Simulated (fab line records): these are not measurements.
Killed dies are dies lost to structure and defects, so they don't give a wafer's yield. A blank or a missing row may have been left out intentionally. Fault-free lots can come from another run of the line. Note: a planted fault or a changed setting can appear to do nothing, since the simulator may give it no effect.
Split-lot experiment + flow rit-cmos + 23 wafers read from 5 lots, route of 202 steps

== SPLIT DETAILS ==
At RIT_FOX2_OXIDATION_00 (target thk 350.7 nm, ox time 1130 s), the setting ox-time-s was moved away from the recipe's 1130 s on 20 of the 23 wafers read, by -10.4% to +10.1%. All remaining wafers had this setting at the recipe value.

The reading is taken at the split's own step.

== THE READING ==
SiO2_of_FOX2_OXIDATION_00.thk-nm (the simulator's own value, which no gauge read), in nm, at RIT_FOX2_OXIDATION_00 (target thk 350.7 nm, ox time 1130 s). There is no usual value for it anywhere in the file. Here, 3 wafers ran the recipe; their average is 347.2 nm with a standard deviation of 2.6 nm.

| wafer  | tool, chamber at the split | ox-time-s as run, s | against the recipe | SiO2_of_FOX2_OXIDATION_00.thk-nm, nm | against lot-mates on the recipe |
|--------|----------------------------|---------------------|--------------------|--------------------------------------|---------------------------------|
| L075.2 | -, -                       | 1013                | -10.4%             | 325.1                                | no lot-mate on the recipe       |
| L075.3 | -, -                       | 1013                | -10.4%             | 322.3                                | no lot-mate on the recipe       |
| L075.4 | -, -                       | 1013                | -10.4%             | 321.1                                | no lot-mate on the recipe       |
| L075.5 | -, -                       | 1013                | -10.4%             | 317.1                                | no lot-mate on the recipe       |
| L075.6 | -, -                       | 1013                | -10.4%             | 318.4                                | no lot-mate on the recipe       |
| L076.1 | -, -                       | 1197                | +5.9%              | 358.8                                | no lot-mate on the recipe       |
| L076.2 | -, -                       | 1197                | +5.9%              | 356.1                                | no lot-mate on the recipe       |
| L076.3 | -, -                       | 1197                | +5.9%              | 353.1                                | no lot-mate on the recipe       |
| L076.5 | -, -                       | 1197                | +5.9%              | 349.7                                | no lot-mate on the recipe       |
| L076.6 | -, -                       | 1197                | +5.9%              | 351.3                                | no lot-mate on the recipe       |
| L078.1 | -, -                       | 1032                | -8.7%              | 346                                  | no lot-mate on the recipe       |
| L078.2 | -, -                       | 1032                | -8.7%              | 341.3                                | no lot-mate on the recipe       |
| L078.3 | -, -                       | 1032                | -8.7%              | 334.6                                | no lot-mate on the recipe       |
| L078.5 | -, -                       | 1032                | -8.7%              | 342.1                                | no lot-mate on the recipe       |
| L078.6 | -, -                       | 1032                | -8.7%              | 345.2                                | no lot-mate on the recipe       |
| L083.3 | furnace-04, 0              | 1130                | recipe             | 344.4                                | -                               |
| L083.4 | furnace-04, 0              | 1130                | recipe             | 346.6                                | -                               |
| L083.5 | furnace-04, 0              | 1130                | recipe             | 350.6                                | -                               |
| L085.1 | -, -                       | 1244                | +10.1%             | 369.8                                | no lot-mate on the recipe       |
| L085.2 | -, -                       | 1244                | +10.1%             | 370                                  | no lot-mate on the recipe       |
| L085.3 | -, -                       | 1244                | +10.1%             | 370.8                                | no lot-mate on the recipe       |
| L085.4 | -, -                       | 1244                | +10.1%             | 370.9                                | no lot-mate on the recipe       |
| L085.6 | -, -                       | 1244                | +10.1%             | 373.2                                | no lot-mate on the recipe       |

THE FIT
A straight line over all 23 wafers: SiO2_of_FOX2_OXIDATION_00.thk-nm changes by +1.88 nm for each +1% of ox-time-s; r = +0.91; the points scatter about the line by 7.7 nm.
Too few moved wafers have a lot-mate on the recipe to fit a line with each lot's own level taken away.

== FILE'S OWN FIT ==
SiO2_of_FOX2_OXIDATION_00.thk-nm changes by +1.88 nm for each +1% of ox-time-s, r = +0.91.
